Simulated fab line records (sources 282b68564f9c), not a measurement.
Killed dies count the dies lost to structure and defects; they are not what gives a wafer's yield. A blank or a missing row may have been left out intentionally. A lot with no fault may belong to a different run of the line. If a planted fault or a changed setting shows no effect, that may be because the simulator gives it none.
Chamber matching + flow rit-cmos + rie-diel-02 running RIT_ACTIVE_ETCH_13: 4 sister chambers
The step etches Si3N4 in SF6, stops on SiO2, time 210 s, target depth 210 nm. 16 wafers are shown with their chamber, then 8 later ones without.

WAFERS PAIRED WITH THEIR CHAMBERS
| wafer  | chamber | throttle-valve-pct (%) | drypump-motor-current-A (A) | oes-product-au (a.u.) |
|--------|---------|------------------------|-----------------------------|-----------------------|
| L457.1 | 0       | 7.58                   | 6.1                         | 0.858                 |
| L457.3 | 1       | 7.43                   | 5.8                         | 0.814                 |
| L457.6 | 3       | 7.50                   | 6.1                         | 0.834                 |
| L458.2 | 1       | 7.43                   | 5.9                         | 0.814                 |
| L458.3 | 0       | 7.56                   | 6.1                         | 0.857                 |
| L458.6 | 3       | 7.49                   | 6.1                         | 0.845                 |
| L459.1 | 3       | 7.49                   | 6.1                         | 0.840                 |
| L459.2 | 0       | 7.57                   | 6.1                         | 0.856                 |
| L459.4 | 2       | 7.32                   | 6.3                         | 0.844                 |
| L462.3 | 3       | 7.48                   | 6.2                         | 0.831                 |
| L462.4 | 2       | 7.32                   | 6.3                         | 0.824                 |
| L462.6 | 1       | 7.44                   | 5.9                         | 0.812                 |
| L463.2 | 0       | 7.58                   | 6.1                         | 0.854                 |
| L463.5 | 2       | 7.33                   | 6.3                         | 0.842                 |
| L463.6 | 3       | 7.50                   | 6.1                         | 0.838                 |
| L464.1 | 0       | 7.58                   | 6.1                         | 0.850                 |

SIGNATURES (averages over the wafers above)
| reading                 | chamber 0 | chamber 1 | chamber 2 | chamber 3 | scatter within a chamber |
|-------------------------|-----------|-----------|-----------|-----------|--------------------------|
| throttle-valve-pct      | 7.5740    | 7.4333    | 7.3233    | 7.4920    | 0.00782                  |
| drypump-motor-current-A | 6.100     | 5.867     | 6.300     | 6.120     | 0.035                    |
| oes-product-au          | 0.85500   | 0.81333   | 0.83667   | 0.83760   | 0.00579                  |
Rule: a wafer's distance from a chamber is the root of the sum, over the readings, of the square of ((its reading less the chamber's mean) divided by the reading's scatter). The wafer belongs to the nearest chamber; if the next one is less than 2 further off, it can't be placed. How the scatter is found: for the shown wafers, subtract from each reading the mean of its chamber, square and add these, divide the total by (wafers less chambers), then take the root.

WAFERS WITHOUT THEIR CHAMBER
| wafer  | throttle-valve-pct (%) | drypump-motor-current-A (A) | oes-product-au (a.u.) |
|--------|------------------------|-----------------------------|-----------------------|
| L464.2 | 7.43                   | 5.9                         | 0.816                 |
| L464.3 | 7.50                   | 6.1                         | 0.847                 |
| L467.3 | 7.49                   | 6.1                         | 0.831                 |
| L467.4 | 7.45                   | 5.9                         | 0.818                 |
| L467.6 | 7.33                   | 6.3                         | 0.835                 |
| L478.2 | 7.57                   | 6.1                         | 0.847                 |
| L478.4 | 7.58                   | 6.1                         | 0.853                 |
| L478.5 | 7.48                   | 6.1                         | 0.829                 |

WHICH CHAMBER EACH WENT THROUGH
| wafer  | from the rows above | in truth |
|--------|---------------------|----------|
| L464.2 | 1                   | 1        |
| L464.3 | 3                   | 3        |
| L467.3 | 3                   | 3        |
| L467.4 | 1                   | 1        |
| L467.6 | 2                   | 2        |
| L478.2 | 0                   | 0        |
| L478.4 | 0                   | 0        |
| L478.5 | 3                   | 3        |
Correctly placed: 8 of 8. Left unplaced by these rows: 0. 0 placed wrongly.
